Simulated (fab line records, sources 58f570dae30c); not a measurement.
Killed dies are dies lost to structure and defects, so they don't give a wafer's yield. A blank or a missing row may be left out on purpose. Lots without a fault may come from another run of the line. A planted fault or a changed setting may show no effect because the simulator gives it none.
A struck lot beside a sound one | flow berkeley_cmos170 | 45 steps out of a route of 331
Sound: wafers L539.1, L539.4, L539.6. Struck: wafers L552.3, L552.5, L552.6. The cause comes at the end.
At each step with rows: each side's tool, then ch and its chambers, then its first start. Under that, the readings that differ: sound wafers | struck wafers | difference of the means | sigmas: that difference in standard deviations of wafers without a fault.
alike: readings whose means differ by less than 2 such deviations, and words and numbers that are the same on both sides. not compared: withheld readings, readings that some wafer has no value for, bounds like >300 that may hide the same value, and numbers for which the record gives no deviation and whose values overlap.
The two part at a step that has a row with sigmas, a row that says differs or no value, or rows on one side only. Numbers that don't overlap but have no deviation are shown without sigmas and don't part them. A reading that every wafer of one side lacks parts them only if that side has two wafers or more.

UCB170_PLDD_STRIP_10: strips in O2.
  sound on plasma_asher-02 ch 0,1, day 7 20:10; struck on plasma_asher-02 ch 0,1, day 10 19:41
  alike: drypump_motor_current_A, oes_product_au, strip_time_to_endpoint_s
  not compared: rf_hours_counter_h
UCB170_PLDD_TW_MEAS_11:
  sound on film_metro-04, day 7 20:16; struck on film_metro-02, day 10 19:46
  alike: PLDD_TW
then, 7 steps without rows for these wafers: UCB170_PLDD_CLEAN_12 (cleans in SPM, time 600 s); UCB170_NLDD_HMDS_00 (prime time 60 s); UCB170_NLDD_COAT_01 (resist thk 900 nm); UCB170_NLDD_SOFTBAKE_02 (time 60 s); UCB170_NLDD_EXPOSE_03 (exposes mask NSELECT, target cd 1200 nm); UCB170_NLDD_PEB_04; UCB170_NLDD_DEVELOP_05 (develop time 45 s).
UCB170_NLDD_CD_MEAS_06: target cd 1200 nm.
  sound on cd_sem-02, day 7 21:41; struck on cd_sem-02, day 10 21:05
  alike: cd_nm
UCB170_NLDD_OVL_MEAS_07:
  sound on overlay-02, day 7 21:49; struck on overlay-01, day 10 21:11
  alike: NLDD_OVL
then, 1 step without rows for these wafers: UCB170_NLDD_IMPLANT_08.
UCB170_NLDD_IMPLANT_09:
  sound on implanter-04 ch 0, day 7 21:59; struck on implanter-04 ch 0, day 10 21:25
  reading       | sound                         | struck                        | difference | sigmas
  dose_ions_cm2 | 5.004e+13 4.989e+13 4.999e+13 | 4.752e+13 4.739e+13 4.739e+13 | -2.540e+12 | -42
  alike: beam_on_s
then, 1 step without rows for these wafers: UCB170_NLDD_STRIP_10 (strips in O2).
UCB170_NLDD_TW_MEAS_11:
  sound on film_metro-03, day 7 22:14; struck on film_metro-04, day 10 21:38
  reading | sound          | struck         | difference | sigmas
  NLDD_TW | 2230 2225 2223 | 2192 2197 2205 | -28        | -2
then, 1 step without rows for these wafers: UCB170_NLDD_CLEAN_12 (cleans in SPM, time 600 s).
UCB170_SPACER_CVD_00: deposits SiO2 from TEOS/O2, target thk 376 nm, time 47 s.
  sound on pecvd-02 ch 0,1,2, day 7 22:34; struck on pecvd-02 ch 0,2, day 11 00:24
  alike: heater_power_w, pressure_mtorr
UCB170_SPACER_THK_MEAS_01:
  sound on film_metro-02, day 7 22:36; struck on film_metro-02, day 11 00:28
  alike: SPACER_TEOS_THK
then, 1 step without rows for these wafers: UCB170_SPACER_ANNEAL_02 (time 1800 s).
UCB170_SPACER_ETCHBACK_03: etches SiO2 in CHF3/CF4/Ar, stops on Si, target depth 376 nm, time 100 s.
  sound on rie_diel-03 ch 1,3, day 8 01:00; struck on rie_diel-02 ch 0,2,3, day 11 03:31
  alike: drypump_motor_current_A, oes_product_au, throttle_valve_pct
  not compared: rf_hours_counter_h
then, 6 steps without rows for these wafers: UCB170_PSD_HMDS_00 (prime time 60 s); UCB170_PSD_COAT_01 (resist thk 900 nm); UCB170_PSD_SOFTBAKE_02 (time 60 s); UCB170_PSD_EXPOSE_03 (exposes mask PSELECT MOD, target cd 1200 nm); UCB170_PSD_PEB_04; UCB170_PSD_DEVELOP_05 (develop time 45 s).
UCB170_PSD_CD_MEAS_06: target cd 1200 nm.
  sound on cd_sem-02, day 8 02:24; struck on cd_sem-01, day 11 05:32
  alike: cd_nm
UCB170_PSD_OVL_MEAS_07:
  sound on overlay-02, day 8 02:31; struck on overlay-02, day 11 05:37
  reading      | sound   | struck   | difference | sigmas
  PSD_OVL (nm) | 8 12 11 | -2 -2 -6 | -14        | -2
then, 1 step without rows for these wafers: UCB170_PSD_IMPLANT_08.
UCB170_PSD_STRIP_09: strips in O2.
  sound on plasma_asher-01 ch 1, day 8 02:43; struck on plasma_asher-02 ch 0,1, day 11 05:50
  reading                     | sound       | struck      | difference | sigmas
  drypump_motor_current_A (A) | 4.6 4.6 4.6 | 5.8 5.8 6.0 | +1.3       | +2
  alike: oes_product_au, strip_time_to_endpoint_s
  not compared: rf_hours_counter_h
UCB170_PSD_TW_MEAS_10:
  sound on film_metro-03, day 8 02:49; struck on film_metro-03, day 11 05:55
  alike: PSD_TW
then, 7 steps without rows for these wafers: UCB170_PSD_CLEAN_11 (cleans in SPM, time 600 s); UCB170_NSD_HMDS_00 (prime time 60 s); UCB170_NSD_COAT_01 (resist thk 900 nm); UCB170_NSD_SOFTBAKE_02 (time 60 s); UCB170_NSD_EXPOSE_03 (exposes mask NSELECT MOD, target cd 1200 nm); UCB170_NSD_PEB_04; UCB170_NSD_DEVELOP_05 (develop time 45 s).
UCB170_NSD_CD_MEAS_06: target cd 1200 nm.
  sound on cd_sem-02, day 8 04:17; struck on cd_sem-02, day 11 08:39
  reading    | sound                | struck               | difference | sigmas
  cd_nm (nm) | 1201.3 1202.4 1201.9 | 1199.9 1197.1 1199.6 | -3.0       | -2
UCB170_NSD_OVL_MEAS_07:
  sound on overlay-02, day 8 04:25; struck on overlay-01, day 11 08:45
  alike: NSD_OVL
then, 1 step without rows for these wafers: UCB170_NSD_IMPLANT_08.
UCB170_NSD_STRIP_09: strips in O2.
  sound on plasma_asher-01 ch 0,1, day 8 04:35; struck on plasma_asher-04 ch 0,1, day 11 08:57
  reading                     | sound       | struck      | difference | sigmas
  drypump_motor_current_A (A) | 4.6 4.6 5.2 | 6.4 6.4 5.7 | +1.4       | +2
  alike: oes_product_au, strip_time_to_endpoint_s
  not compared: rf_hours_counter_h
UCB170_SDANNEAL_RS_MEAS_05: measures by four-point-probe.
  sound on film_metro-03, day 8 06:08; struck on film_metro-04, day 11 11:32
  reading          | sound             | struck            | difference | sigmas
  NLDD_RS (ohm/sq) | 617.5 618.0 616.6 | 627.5 625.9 626.3 | +9.2       | +7
  not compared: hold
UCB170_SILICIDE_PRE_CLEAN_00: preclean etch time 60 s.
  sound on pvd_sputter-01, day 8 06:16; struck on pvd_sputter-01, day 11 12:58
  reading | sound | struck                                                                     | difference                   | sigmas
  hold    | - - - | await_dispo/1.3h/release await_dispo/1.3h/release await_dispo/1.3h/release | no value on the sound wafers |
UCB170_M3_PROBE_99:
  the record has rows for the struck wafers here (prober-01, day 12 15:58) and none for the sound ones

WHERE THEY PART
First at UCB170_NLDD_IMPLANT_09; last, within this record, at UCB170_M3_PROBE_99.

WHY: what the simulator had put in
Process parameter drift: implanter-04, from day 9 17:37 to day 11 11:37, at UCB170_NLDD_IMPLANT_09. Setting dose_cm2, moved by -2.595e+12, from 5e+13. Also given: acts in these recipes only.
